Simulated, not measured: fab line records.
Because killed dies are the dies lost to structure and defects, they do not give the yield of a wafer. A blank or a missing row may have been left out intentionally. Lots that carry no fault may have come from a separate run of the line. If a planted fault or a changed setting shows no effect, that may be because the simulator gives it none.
A struck lot beside a sound one    flow berkeley_cmos170    13 out of 331 route steps
Sound: wafers L798.1, L798.2, L798.6. Wafers struck: L807.2, L807.3, L807.5. At the end, the cause is stated.
For every step that has rows: the tool of each side, followed by ch and its chambers, followed by its first start. Under that, the readings that differ: sound wafers    struck wafers    difference of the means    sigmas: that difference in standard deviations of wafers without a fault.
alike: same words and numbers on both sides, and readings whose means sit less than 2 such deviations apart. not compared: any withheld reading, any reading some wafer has no value for, any bound like >300 that may hide the same value, and any number with overlapping values for which the record gives no deviation.
A row with sigmas, a row that says differs or no value, or rows on one side alone: a step with any of these is where the two part. When numbers do not overlap yet have no deviation, they are printed without sigmas and do not part them. Lack of a reading on every wafer of one side parts them only where that side has two or more wafers.

UCB170_NSD_CD_MEAS_06: target cd 1200 nm.
  struck on cd_sem-01, day 9 11:35; sound on cd_sem-02, day 7 18:55
  alike: cd_nm
UCB170_NSD_OVL_MEAS_07:
  struck on overlay-02, day 9 11:41; sound on overlay-02, day 7 19:02
  alike: NSD_OVL
then, 1 step without rows for these wafers: UCB170_NSD_IMPLANT_08.
UCB170_NSD_STRIP_09: strips in O2.
  sound on plasma_asher-01 ch 0,1, day 7 19:14; struck on plasma_asher-04 ch 0,1, day 9 11:52
reading                      sound        struck       difference  sigmas
drypump_motor_current_A (A)  6.3 5.5 6.3  5.0 5.0 5.4  -0.9        -2
  alike: oes_product_au, strip_time_to_endpoint_s
  not compared: rf_hours_counter_h
UCB170_NSD_TW_MEAS_10:
  struck on film_metro-04, day 9 11:58; sound on film_metro-02, day 7 19:20
  alike: NSD_TW
then, 4 steps without rows for these wafers: UCB170_NSD_CLEAN_11 (cleans in SPM, time 600 s); UCB170_BACKSIDE_HMDS_00 (prime time 60 s); UCB170_BACKSIDE_COAT_01 (resist thk 900 nm); UCB170_BACKSIDE_SOFTBAKE_02 (time 60 s).
UCB170_BACKSIDE_STRIP_03: strips in O2.
  sound on plasma_asher-01 ch 0,1, day 7 20:04; struck on plasma_asher-02 ch 0,1, day 9 13:20
  alike: drypump_motor_current_A, oes_product_au, strip_time_to_endpoint_s
  not compared: rf_hours_counter_h
then, 1 step without rows for these wafers: UCB170_BACKSIDE_CLEAN_04 (cleans in SPM, time 600 s).
UCB170_SDANNEAL_RTA_00: time 10 s.
  sound on rtp_anneal-02 ch 0, day 7 20:26; struck on rtp_anneal-01 ch 0, day 9 13:38
reading             sound           struck          difference  sigmas
lamp_power_pct (%)  25.8 25.8 25.8  21.8 21.8 21.8  -4.0        -2
  alike: anneal_temp_c_max, chamber_o2_ppm, wafer_temp_C_max
UCB170_SDANNEAL_RTA_01: time 5 s.
  struck on rtp_anneal-01, day 9 13:42; sound on rtp_anneal-02 ch 0, day 7 20:34
  no value came back on the struck wafers for anneal_temp_c_max, chamber_o2_ppm, lamp_power_pct (%), wafer_temp_C_max; on the sound wafers anneal_temp_c_max reads 1057.2 1054.9 1055.9

## WHERE THEY PART
At UCB170_NSD_STRIP_09 first; at UCB170_SDANNEAL_RTA_01 last (within this record only).

WHY: the cause the simulator had injected
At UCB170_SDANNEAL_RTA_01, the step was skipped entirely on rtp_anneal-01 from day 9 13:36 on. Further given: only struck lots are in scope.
